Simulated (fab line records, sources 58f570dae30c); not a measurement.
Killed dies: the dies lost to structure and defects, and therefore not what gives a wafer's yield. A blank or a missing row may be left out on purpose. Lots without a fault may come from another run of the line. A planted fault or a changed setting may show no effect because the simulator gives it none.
Which tool was responsible? | flow berkeley cmos170 | 7 lots with 21 wafers sampled at 4 steps, on a route of 331 steps

## WHAT EACH GAUGE READ, for each wafer
UCB170_M2_CD_MEAS_90: target cd 700 nm.
lot  | measured     | on        | cd nm (nm)
L742 | day 9 09:13  | cd sem-01 | 697 702 696
L741 | day 9 08:50  | cd sem-01 | 701 695 700
L746 | day 10 03:59 | cd sem-01 | 705 700 696
L747 | day 11 01:14 | cd sem-02 | 702 701 698
L758 | day 12 14:46 | cd sem-01 | 699 704 703
L760 | day 13 14:24 | cd sem-01 | 705 695 704
L762 | day 13 15:02 | cd sem-02 | 705 696 694

## WHICH TOOL RAN EACH LOT (tool, then ch and the chambers of the sampled wafers, then the start)
lot  | UCB170_CONTACT_STRIP_19              | UCB170_M1_SPUTTER_00         | UCB170_M2_STRIP_07
L742 | plasma asher-03 ch 0, day 8 18:03    | pvd sputter-02, day 8 18:29  | plasma asher-03 ch 0,1, day 9 06:17
L741 | plasma asher-01 ch 0,1, day 8 19:27  | pvd sputter-02, day 8 19:52  | plasma asher-02 ch 0, day 9 06:10
L746 | plasma asher-01 ch 0,1, day 9 14:02  | pvd sputter-02, day 9 14:34  | plasma asher-03 ch 0,1, day 10 01:01
L747 | plasma asher-01 ch 0,1, day 10 12:13 | pvd sputter-03, day 10 12:54 | plasma asher-01 ch 1, day 10 23:00
L758 | plasma asher-04 ch 0,1, day 12 05:44 | pvd sputter-02, day 12 06:17 | plasma asher-02 ch 0,1, day 12 13:05
L760 | plasma asher-03 ch 0,1, day 12 07:41 | pvd sputter-02, day 12 08:11 | plasma asher-03 ch 0,1, day 13 11:53
L762 | plasma asher-04 ch 0,1, day 12 23:09 | pvd sputter-01, day 12 23:32 | plasma asher-03 ch 0, day 13 12:44
- UCB170_CONTACT_STRIP_19: strips in O2.
- UCB170_M1_SPUTTER_00: material Al, target thk 600 nm, time 80 s.
- UCB170_M2_STRIP_07: strips in O2.

## THE ANSWER, worked out from the rows above alone
Rule: what is usual is taken from the lots themselves. Put in order of their means at a reading, lots are off if they are a third of the lots or fewer, leave a main group of 4 or more, and stand apart from it by a gap of 3 or more times the standard deviation of the main group's means; of several such gaps the widest counts. Not used: any main group whose means are identical at the precision the tables above print for the reading. Also off: a lot with no number at a reading for which 4 or more lots have one. Any other lot the step has rows for is counted as sound.
Nothing can be told from this: no lot is off at any reading shown.

## WHAT HAD BEEN PUT IN BY THE SIMULATOR
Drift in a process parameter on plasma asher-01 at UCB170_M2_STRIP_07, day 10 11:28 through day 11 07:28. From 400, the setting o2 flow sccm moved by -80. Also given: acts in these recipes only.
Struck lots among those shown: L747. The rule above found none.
